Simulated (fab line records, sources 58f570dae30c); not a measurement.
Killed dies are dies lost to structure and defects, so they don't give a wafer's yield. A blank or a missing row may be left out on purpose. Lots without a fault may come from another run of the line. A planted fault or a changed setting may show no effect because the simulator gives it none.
fab line records | flow berkeley_cmos170
record lots=7 wafers=21 last_day=13
route steps=331 shown SCREENOX@100 NVT@104 PVT@115 GATE@125
lots that met no fault: from a run of the same line without faults
start_h: hours from the record's first day to the start of the lot's first wafer shown | wait_h: hours since the lot's step before | " the same as in the row above | L1.1+2: a row that stands for several wafers | - no value, or no start given | * or withheld: withheld | < > ~ a bound
route shown NAME@n: a module of which the file shows steps, and the number in the route of the first | usual: mean/standard deviation of fault-free wafers | same: alike in all rows | chamber/n: place in a boat | sites: the reading at each site | _std_site: their standard deviation | _edge_site: outer sites' mean less inner sites' | radius_mm: how far each site lies from the wafer's centre | mask NAME#n: copy n | behind: the tool/chamber that last shaped the wafer | hold: why the lot was held/for how many hours/how that ended | device: the transistor (n, p or np) that didn't switch | end of line: the same wafers' tests at the end of the route | a step without rows: its recipe alone | killed: dies lost to structure and defects at the first sort, not the wafer's yield | map: a wafer's dies, x killed, . not, _ none there
set.NAME: the setting as run; set.NAME@STEP: as run at that earlier step | model.NAME: the simulator's own value behind a step, which no gauge read
lots at some steps of the route; a table a step, a row a wafer
services: from which hour (start_h, from the record's first day; less than 0 if before it) a tool's chamber was out of use, for how many hours, and why
## steps
# step UCB170_SCREENOX_WET_ETCH_00
# recipe chemistry=dHF dilution=25:1 target=SiO2 temp_c=25 time_s=200
# step UCB170_SCREENOX_OXIDATION_01
# recipe temp_c=900 ambient=O2 target_thk_a=144 ox_time_s=2400
# step UCB170_SCREENOX_THK_MEAS_02
# recipe reads=SiO2_of_SCREENOX_OXIDATION_01
# usual SCREENOX_OXIDE_THK=14.36/0.28
# columns lot.wafer tool chamber start_h wait_h SCREENOX_OXIDE_THK[nm]
L674.2 film_metro-04 - 132.37 0.0 14.14
L674.3 " - " " 14.51
L674.5 " - " " 13.93
L682.2 film_metro-01 - 170.06 0.0 13.99
L682.3 " - " " 14.01
L682.5 " - " " 13.85
L683.2 film_metro-04 - 170.06 0.0 14.33
L683.3 " - " " 14.21
L683.5 " - " " 14.19
L685.2 film_metro-01 - 186.15 0.0 14.22
L685.4 " - " " 14.58
L685.5 " - " " 14.31
L686.1 film_metro-01 - 198.49 0.0 14.16
L686.2 " - " " 14.41
L686.3 " - " " 14.52
L687.3 film_metro-04 - 198.51 0.0 14.57
L687.5 " - " " 14.44
L687.6 " - " " 14.43
L692.1 film_metro-02 - 235.92 0.0 14.08
L692.3 " - " " 14.13
L692.6 " - " " 14.09
# step UCB170_SCREENOX_ANNEAL_03
# recipe temp_c=900 time_s=900 ambient=N2
# step UCB170_NVT_HMDS_00
# recipe prime_time_s=60 prime_temp_c=100
# step UCB170_NVT_COAT_01
# recipe resist=KrF spin_rpm=1500 resist_thk_nm=900
# step UCB170_NVT_SOFTBAKE_02
# recipe resist=KrF temp_c=130 time_s=60
# step UCB170_NVT_EXPOSE_03
# recipe mask_id=PWELL target_cd_nm=3000 na=0.5 sigma_outer=0.6 source_shape=conventional dose_mj=30
# step UCB170_NVT_PEB_04
# recipe peb_temp_c=130 peb_time_s=withheld resist=KrF
# step UCB170_NVT_DEVELOP_05
# recipe developer=TMAH develop_time_s=45 resist=KrF dev_temp_c=21
# step UCB170_NVT_OVL_MEAS_06
# usual NVT_OVL=0/6
# columns lot.wafer tool chamber start_h wait_h NVT_OVL[nm]
L674.2 overlay-02 - 141.21 - 9
L674.3 " - " " 0
L674.5 " - " " 5
L683.2 overlay-02 - 180.11 - 0
L683.3 " - " " 3
L683.5 " - " " 4
L682.2 overlay-01 - 180.36 - 1
L682.3 " - " " 2
L682.5 " - " " 4
L685.2 overlay-02 - 198.20 - 1
L685.4 " - " " 8
L685.5 " - " " 2
L686.1 overlay-02 - 211.86 - -2
L686.2 " - " " -2
L686.3 " - " " -5
L687.3 overlay-02 - 211.93 - 6
L687.5 " - " " 3
L687.6 " - " " 8
L692.1 overlay-01 - 244.09 - -7
L692.3 " - " " -8
L692.6 " - " " -9
# step UCB170_NVT_IMPLANT_07
# recipe species=BF2 dose_cm2=3e+12 energy_kev=50 tilt_deg=7
# step UCB170_NVT_STRIP_08
# recipe chemistry=O2 power_w=400 pressure_mtorr=3500 platen_temp_c=withheld o2_flow_sccm=400 overash_fraction=0.5
# usual chamber_pressure_mTorr=3500/3.1 drypump_motor_current_A=5.9/0.48 oes_product_au=0.734/0.0046 strip_time_to_endpoint_s=21.62/0.068
# columns lot.wafer tool chamber start_h wait_h chamber_pressure_mTorr drypump_motor_current_A oes_product_au rf_hours_counter_h strip_time_to_endpoint_s model.KrF_of_NVT_COAT_01.thk_nm
L674.2 plasma_asher-03 1 141.39 0.1 3499 5.6 0.743 3 21.65 0
L674.3 " 0 " " 3504 6.5 0.736 - 21.56 0
L674.5 " 0 " " 3504 6.5 0.730 - 21.66 0
L683.2 plasma_asher-03 1 180.29 0.1 - - - - - 881.2
L683.3 " 1 " " - - - - - 884.3
L683.5 " 0 " " - - - - - 885.3
L682.2 plasma_asher-01 0 180.54 0.1 - - - - - 884.6
L682.3 " 1 " " - - - - - 882.9
L682.5 " 0 " " - - - - - 883.9
L685.2 plasma_asher-03 0 198.38 0.1 - - - - - 884.8
L685.4 " 1 " " - - - - - 884.8
L685.5 " 1 " " - - - - - 883.3
L686.1 plasma_asher-04 0 212.05 0.1 3490 6.0 0.735 47 21.73 0
L686.2 " 1 " " 3507 5.0 0.736 47 21.79 0
L686.3 " 0 " " 3501 6.1 0.741 - 21.79 0
L687.3 plasma_asher-03 1 212.14 0.1 3494 5.7 0.740 - 21.73 0
L687.5 " 1 " " 3498 5.7 0.736 - 21.58 0
L687.6 " 0 " " 3501 6.4 0.739 - 21.60 0
L692.1 plasma_asher-01 0 244.28 0.1 3499 6.3 0.741 46 21.63 0
L692.3 " 0 " " 3504 6.3 0.743 - 21.61 0
L692.6 " 0 " " 3497 6.2 0.729 - 21.64 0
# step UCB170_NVT_TW_MEAS_09
# usual NVT_TW=522/4
# columns lot.wafer tool chamber start_h wait_h NVT_TW
L674.2 film_metro-02 - 141.50 0.1 517
L674.3 " - " " 516
L674.5 " - " " 518
L683.2 film_metro-04 - 180.40 0.1 518
L683.3 " - " " 519
L683.5 " - " " 520
L682.2 film_metro-03 - 180.65 0.1 522
L682.3 " - " " 523
L682.5 " - " " 518
L685.2 film_metro-03 - 198.49 0.1 523
L685.4 " - " " 524
L685.5 " - " " 521
L686.1 film_metro-03 - 212.15 0.1 521
L686.2 " - " " 525
L686.3 " - " " 521
L687.3 film_metro-04 - 212.23 0.1 523
L687.5 " - " " 526
L687.6 " - " " 525
L692.1 film_metro-03 - 244.38 0.1 529
L692.3 " - " " 529
L692.6 " - " " 529
# step UCB170_NVT_CLEAN_10
# recipe chemistry=SPM temp_c=120 time_s=600
# step UCB170_PVT_HMDS_00
# recipe prime_time_s=60 prime_temp_c=100
# step UCB170_PVT_COAT_01
# recipe resist=KrF spin_rpm=1500 resist_thk_nm=900
# step UCB170_PVT_SOFTBAKE_02
# recipe resist=KrF temp_c=130 time_s=60
# step UCB170_PVT_EXPOSE_03
# recipe mask_id=NWELL target_cd_nm=3000 na=0.5 sigma_outer=0.6 source_shape=conventional dose_mj=30
# step UCB170_PVT_PEB_04
# recipe peb_temp_c=130 peb_time_s=withheld resist=KrF
# step UCB170_PVT_DEVELOP_05
# recipe developer=TMAH develop_time_s=45 resist=KrF dev_temp_c=21
# step UCB170_PVT_OVL_MEAS_06
# usual PVT_OVL=-2/6.1
# columns lot.wafer tool chamber start_h wait_h PVT_OVL[nm]
L674.2 overlay-01 - 143.39 - -4
L674.3 " - " " -5
L674.5 " - " " 3
L682.2 overlay-01 - 182.59 - -6
L682.3 " - " " 8
L682.5 " - " " 7
L683.2 overlay-02 - 182.70 - -7
L683.3 " - " " -13
L683.5 " - " " -9
L685.2 overlay-02 - 199.69 - -8
L685.4 " - " " -14
L685.5 " - " " -1
L686.1 overlay-01 - 213.53 - -3
L686.2 " - " " -3
L686.3 " - " " 1
L687.3 overlay-02 - 213.82 - -2
L687.5 " - " " -2
L687.6 " - " " -6
L692.1 overlay-02 - 245.58 - 5
L692.3 " - " " 6
L692.6 " - " " 1
# step UCB170_PVT_IMPLANT_07
# recipe species=P dose_cm2=2e+12 energy_kev=30 tilt_deg=7
# step UCB170_PVT_STRIP_08
# recipe chemistry=O2 power_w=400 pressure_mtorr=3500 platen_temp_c=withheld o2_flow_sccm=400 overash_fraction=0.5
# usual chamber_pressure_mTorr=3500/6.1 drypump_motor_current_A=5.7/0.47 oes_product_au=0.734/0.0047 strip_time_to_endpoint_s=21.62/0.054
# columns lot.wafer tool chamber start_h wait_h chamber_pressure_mTorr drypump_motor_current_A oes_product_au rf_hours_counter_h strip_time_to_endpoint_s
L674.2 plasma_asher-04 1 143.57 0.1 3499 5.0 0.728 39 21.53
L674.3 " 0 " " 3502 6.0 0.723 - 21.58
L674.5 " 1 " " 3498 5.0 0.733 - 21.58
L682.2 plasma_asher-01 0 182.77 0.1 3499 6.2 0.741 42 47.85
L682.3 " 1 " " 3498 5.4 0.739 - 47.86
L682.5 " 1 " " 3501 5.5 0.739 - 47.82
L683.2 plasma_asher-02 1 182.88 0.1 3500 6.1 0.735 46 47.65
L683.3 " 0 " " 3498 5.2 0.732 - 47.74
L683.5 " 1 " " 3501 6.1 0.739 - 47.77
L685.2 plasma_asher-01 1 199.87 0.1 3497 5.5 0.739 43 47.76
L685.4 " 0 " " 3501 6.3 0.748 - 47.78
L685.5 " 1 " " 3498 5.6 0.735 - 47.74
L686.1 plasma_asher-04 0 213.72 0.1 3503 6.0 0.733 47 21.61
L686.2 " 1 " " 3501 5.0 0.744 47 21.58
L686.3 " 1 " " 3499 5.0 0.734 - 21.58
L687.3 plasma_asher-01 0 214.03 0.1 3502 6.3 0.739 - 21.62
L687.5 " 1 " " 3504 5.5 0.727 - 21.60
L687.6 " 0 " " 3496 6.3 0.736 - 21.61
L692.1 plasma_asher-01 1 245.77 0.1 3496 5.5 0.730 46 21.69
L692.3 " 1 " " 3500 5.5 0.735 - 21.62
L692.6 " 0 " " 3502 6.3 0.726 - 21.63
# step UCB170_PVT_TW_MEAS_09
# usual PVT_TW=509/3.5
# columns lot.wafer tool chamber start_h wait_h PVT_TW
L674.2 film_metro-01 - 143.68 0.1 510
L674.3 " - " " 510
L674.5 " - " " 507
L682.2 film_metro-03 - 182.88 0.1 30
L682.3 " - " " 30
L682.5 " - " " 30
L683.2 film_metro-04 - 182.99 0.1 30
L683.3 " - " " 30
L683.5 " - " " 30
L685.2 film_metro-01 - 199.98 0.1 30
L685.4 " - " " 30
L685.5 " - " " 30
L686.1 film_metro-03 - 213.82 0.1 505
L686.2 " - " " 506
L686.3 " - " " 505
L687.3 film_metro-03 - 214.11 0.1 510
L687.5 " - " " 507
L687.6 " - " " 506
L692.1 film_metro-01 - 245.87 0.1 515
L692.3 " - " " 517
L692.6 " - " " 515
# step UCB170_GATE_WET_ETCH_00
# recipe chemistry=dHF dilution=25:1 target=SiO2 temp_c=25 time_s=200
## services
# columns tool chamber start_h hours kind
plasma_asher-03 0 117.75 - clean
plasma_asher-03 1 117.75 - clean
plasma_asher-03 - 192.11 1.7 repair
plasma_asher-01 - 227.22 11.5 repair
## key
first_sign step=UCB170_NVT_STRIP_08 reading=tool_record direction=missing
effect step=UCB170_PVT_STRIP_08 reading=strip_time_to_endpoint_s direction=up sigmas=99+ usual=* struck=*
effect step=UCB170_PVT_TW_MEAS_09 reading=PVT_TW direction=down sigmas=99+ usual=509 struck=30
model_effect step=UCB170_NVT_STRIP_08 value=KrF_of_NVT_COAT_01.thk_nm without=0 struck=883.9
met_at UCB170_NVT_STRIP_08
struck_wafers L682.2,L682.3,L682.5,L683.2,L683.3,L683.5,L685.2,L685.4,L685.5
sort_left_out L682.2,L682.3,L682.5,L683.2,L683.3,L683.5,L685.2,L685.4,L685.5
tester_left_out L682,L683,L685
onset_between 141.39 180.29
fault kind=skipped_step_whole tool=plasma_asher-01,plasma_asher-03 chamber=- onset_h=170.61 steps=UCB170_NVT_STRIP_08 scope=struck_lots_only
# tester_left_out: of these lots the tester's yield and bins aren't shown, on N5 and GAA mostly nor the transistor test; their killed dies are dies lost to structure and defects alone, not to doping, threshold or leakage, so they don't give the yield
# sort_left_out: the simulated sort isn't trusted on such a fault, so these wafers' sort isn't shown, and their yield isn't known
